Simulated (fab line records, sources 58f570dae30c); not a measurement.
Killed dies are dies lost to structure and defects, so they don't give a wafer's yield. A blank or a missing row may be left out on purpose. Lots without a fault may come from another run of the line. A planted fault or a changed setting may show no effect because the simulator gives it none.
Problem report in the 8D (eight disciplines) form, filled by code | flow berkeley_cmos170 | the parts of the form that need people (team, actions taken, sign-off) are left out

1. THE PROBLEM
FIELD_OXIDE_THK at UCB170_FIELD_THK_MEAS_02 reads a mean of 660 nm on 6 wafers of 2 lots; wafers without a fault read 557 nm with a standard deviation of 9.3. That is +11 standard deviations from the usual mean.
First seen on wafer L796.2, day 5 11:19, on film_metro-02. The record holds 42 wafers of 14 lots with a number at this step. Rule for "out", or "out of limits": more than 4 standard deviations from the usual mean. The other wafers with a number count as sound.

2. WHAT IT IS AND WHAT IT IS NOT
question                    | is                           | is not
which readings at this step | FIELD_OXIDE_THK              | -
which lots                  | L796, L797                   | L793, L795, L805, L806, L807, L808, L809, L811, L812, L813, L815, L816
which wafers of those lots  | all that have a number       | -
read on which gauges        | film_metro-02, film_metro-03 | film_metro-01
when                        | from day 5 11:19             | up to then (6 sound wafers); but 30 sound wafers of L805, L806, L807, L808, L809, L811, L812, L813, L815, L816 came after

3. SUSPECTS, AND WHAT RULES EACH OUT
Counting: a tool at a process step up to the reading stays a suspect if it ran every lot that is out and no sound lot after the first of them.
- the gauge at UCB170_FIELD_THK_MEAS_02: ruled out. The wafers that are out were read on 2 gauges (film_metro-02, film_metro-03).
- furnace-03 at UCB170_FIELD_OXIDATION_01 (target thk 558.3 nm, ox time 7200 s): kept. It ran every lot that is out, first L796 (day 5 08:19), and no sound lot after that; its last sound lot up to then is L795 (day 4 23:47). Its own readings are out on those wafers: spike_tc_centre_C, spike_tc_load_C, spike_tc_source_C, tube_center_temp_C, tube_center_temp_C_max.
Left after counting: furnace-03 at UCB170_FIELD_OXIDATION_01.

4. THE CAUSE (what the simulator had put in)
Process parameter drift: furnace-03, from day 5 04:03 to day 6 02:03, at UCB170_FIELD_OXIDATION_01. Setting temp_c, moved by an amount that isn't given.
Counting left only this tool.

5. THE CHAIN OF EFFECTS, in route order
Each row: a reading whose mean over the struck wafers that have a number lies more than 3 standard deviations from the usual. Only readings for which the record gives a usual standard deviation are gone through. hours: the time from each lot's start at the first step in this table that gives one to its start at this step, as a median over the lots. sigmas: the change in usual standard deviations.
hours | step                      | reading                | usual    | on struck wafers | change | sigmas
0     | UCB170_FIELD_OXIDATION_01 | spike_tc_centre_C      | 1003.4 C | 1035.2           | +31.9  | +32
0     | UCB170_FIELD_OXIDATION_01 | spike_tc_load_C        | 1029.0 C | 1063.3           | +34.3  | +25
0     | UCB170_FIELD_OXIDATION_01 | spike_tc_source_C      | 1027 C   | 1060             | +33    | +6.6
0     | UCB170_FIELD_OXIDATION_01 | tube_center_temp_C     | 1000 C   | 1032             | +32    | +99 or more
0     | UCB170_FIELD_OXIDATION_01 | tube_center_temp_C_max | 1002.6   | 1034.7           | +32.1  | +75
3     | UCB170_FIELD_THK_MEAS_02  | FIELD_OXIDE_THK        | 557 nm   | 660              | +102   | +11
13    | UCB170_FIELD_THK_MEAS_90  | FIELD_OXIDE_LEFT_1_THK | 441 nm   | 545              | +104   | +11
35    | UCB170_FIELD_THK_MEAS_91  | FIELD_OXIDE_LEFT_2_THK | 353 nm   | 456              | +104   | +11
The process steps in it:
- UCB170_FIELD_OXIDATION_01: target thk 558.3 nm, ox time 7200 s.

6. WHAT WOULD HAVE CAUGHT IT SOONER
In this record the first reading out of limits at a measuring or inspecting step was taken at day 5 11:19, 7 hours after the fault began at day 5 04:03.
The tool's own readings at UCB170_FIELD_OXIDATION_01 were out on every struck wafer that the step has a row for (spike_tc_centre_C, spike_tc_load_C, spike_tc_source_C, tube_center_temp_C, tube_center_temp_C_max): an alarm limit on them would have fired on the first of those.
All the lots that are out (2) had begun UCB170_FIELD_OXIDATION_01 on furnace-03 by day 5 11:19. A hold on the tool at that time would have spared none of them.
